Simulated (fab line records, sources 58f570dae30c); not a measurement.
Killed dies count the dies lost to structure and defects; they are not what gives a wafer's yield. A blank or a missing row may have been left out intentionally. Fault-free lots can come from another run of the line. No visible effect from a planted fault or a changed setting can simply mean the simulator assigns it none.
Tool commonality check :: flow berkeleyCmos170 :: Sample size 15 lots and 45 wafers

== REASON FOR OPENING ==
3 of 15 lots carry a flag on the reading PWELL_TW at UCB170_PWELL_TW_MEAS_17. Wafers without a fault read 379, standard deviation 3.4.
Rule: a lot is flagged in two cases, either no wafer of it has a number, or all its wafers with numbers fall more than 4 standard deviations from that mean. All remaining lots are regarded as sound.

lot: L316
measured: day 2 19:37
on: filmMetro-02
PWELL_TW, wafer by wafer: 378 376 377
flag: 

lot: L317
measured: day 3 01:23
on: filmMetro-01
PWELL_TW, wafer by wafer: 379 378 377
flag: 

lot: L318
measured: day 3 12:34
on: filmMetro-02
PWELL_TW, wafer by wafer: 379 378 379
flag: 

lot: L320
measured: day 3 18:19
on: filmMetro-02
PWELL_TW, wafer by wafer: 316 316 316
flag: FLAGGED

lot: L319
measured: day 3 18:33
on: filmMetro-04
PWELL_TW, wafer by wafer: 319 320 320
flag: FLAGGED

lot: L322
measured: day 4 09:12
on: filmMetro-02
PWELL_TW, wafer by wafer: 375 378 375
flag: 

lot: L325
measured: day 4 22:11
on: filmMetro-04
PWELL_TW, wafer by wafer: 323 321 321
flag: FLAGGED

lot: L324
measured: day 4 22:27
on: filmMetro-04
PWELL_TW, wafer by wafer: 385 384 388
flag: 

lot: L329
measured: day 5 21:04
on: filmMetro-02
PWELL_TW, wafer by wafer: 377 375 375
flag: 

lot: L331
measured: day 6 00:38
on: filmMetro-02
PWELL_TW, wafer by wafer: 375 377 376
flag: 

lot: L334
measured: day 6 15:13
on: filmMetro-02
PWELL_TW, wafer by wafer: 376 377 376
flag: 

lot: L336
measured: day 7 03:40
on: filmMetro-02
PWELL_TW, wafer by wafer: 378 379 380
flag: 

lot: L337
measured: day 7 09:46
on: filmMetro-01
PWELL_TW, wafer by wafer: 375 376 378
flag: 

lot: L338
measured: day 7 15:21
on: filmMetro-01
PWELL_TW, wafer by wafer: 378 377 379
flag: 

lot: L339
measured: day 7 23:53
on: filmMetro-02
PWELL_TW, wafer by wafer: 380 379 381
flag: 
On average the flagged lots' numbers are 319, which is -60 against the usual, or -18 standard deviations.

== WHICH TOOL EACH LOT WENT THROUGH ==
The record keeps 1 process step preceding the reading, out of 331 steps on the route. In each cell: the tool, then ch and the chambers that the sampled wafers went through, then the start.
lot: L316
flag: 
UCB170_PWELL_IMPLANT_15: implanter-02 ch 0, day 2 19:23

lot: L317
flag: 
UCB170_PWELL_IMPLANT_15: implanter-04 ch 0, day 3 01:10

lot: L318
flag: 
UCB170_PWELL_IMPLANT_15: implanter-03 ch 0, day 3 12:20

lot: L320
flag: FLAGGED
UCB170_PWELL_IMPLANT_15: implanter-03 ch 0, day 3 18:04

lot: L319
flag: FLAGGED
UCB170_PWELL_IMPLANT_15: implanter-03 ch 0, day 3 18:18

lot: L322
flag: 
UCB170_PWELL_IMPLANT_15: implanter-04 ch 0, day 4 08:56

lot: L325
flag: FLAGGED
UCB170_PWELL_IMPLANT_15: implanter-03 ch 0, day 4 21:58

lot: L324
flag: 
UCB170_PWELL_IMPLANT_15: implanter-02 ch 0, day 4 22:12

lot: L329
flag: 
UCB170_PWELL_IMPLANT_15: implanter-02 ch 0, day 5 20:50

lot: L331
flag: 
UCB170_PWELL_IMPLANT_15: implanter-04 ch 0, day 6 00:23

lot: L334
flag: 
UCB170_PWELL_IMPLANT_15: implanter-02 ch 0, day 6 14:59

lot: L336
flag: 
UCB170_PWELL_IMPLANT_15: implanter-02 ch 0, day 7 03:25

lot: L337
flag: 
UCB170_PWELL_IMPLANT_15: implanter-03 ch 0, day 7 09:31

lot: L338
flag: 
UCB170_PWELL_IMPLANT_15: implanter-03 ch 0, day 7 15:08

lot: L339
flag: 
UCB170_PWELL_IMPLANT_15: implanter-03 ch 0, day 7 23:38
What these steps do:
- UCB170_PWELL_IMPLANT_15
- UCB170_PWELL_TW_MEAS_17

== FLAGGED OVER TOTAL, TOOL BY TOOL (the gauges that took the reading come last) ==
step: UCB170_PWELL_IMPLANT_15
tool: implanter-02
lots run: 5
flagged: 0
share of the flagged lots: none
sound lots run after its first flagged lot: -

step: UCB170_PWELL_IMPLANT_15
tool: implanter-03
lots run: 7
flagged: 3
share of the flagged lots: all
sound lots run after its first flagged lot: 3 (L337,L338,L339)

step: UCB170_PWELL_IMPLANT_15
tool: implanter-04
lots run: 3
flagged: 0
share of the flagged lots: none
sound lots run after its first flagged lot: -

step: UCB170_PWELL_TW_MEAS_17
tool: filmMetro-01
lots run: 3
flagged: 0
share of the flagged lots: none
sound lots run after its first flagged lot: -

step: UCB170_PWELL_TW_MEAS_17
tool: filmMetro-02
lots run: 9
flagged: 1
share of the flagged lots: some
sound lots run after its first flagged lot: 6 (L322,L329,L331,L334,L336,L339)

step: UCB170_PWELL_TW_MEAS_17
tool: filmMetro-04
lots run: 3
flagged: 2
share of the flagged lots: some
sound lots run after its first flagged lot: 1 (L324)

== WHAT IS ALLOWED BY THE TABLE ==
In the table, 1 row covers all flagged lots: implanter-03 at UCB170_PWELL_IMPLANT_15.
- implanter-03 at UCB170_PWELL_IMPLANT_15: 3 of its 7 lots flagged. Sound lots ran on it after the first flagged one (L337, L338, L339), which a lasting fault on the whole tool wouldn't allow. Its own readings (doseIonsCm2, faradayCurrentUA) fall more than 4 standard deviations out on all wafers of the flagged lots.
Not one row of the table ran every flagged lot while running no sound lot after the first.

== WHAT HAD BEEN PUT IN BY THE SIMULATOR ==
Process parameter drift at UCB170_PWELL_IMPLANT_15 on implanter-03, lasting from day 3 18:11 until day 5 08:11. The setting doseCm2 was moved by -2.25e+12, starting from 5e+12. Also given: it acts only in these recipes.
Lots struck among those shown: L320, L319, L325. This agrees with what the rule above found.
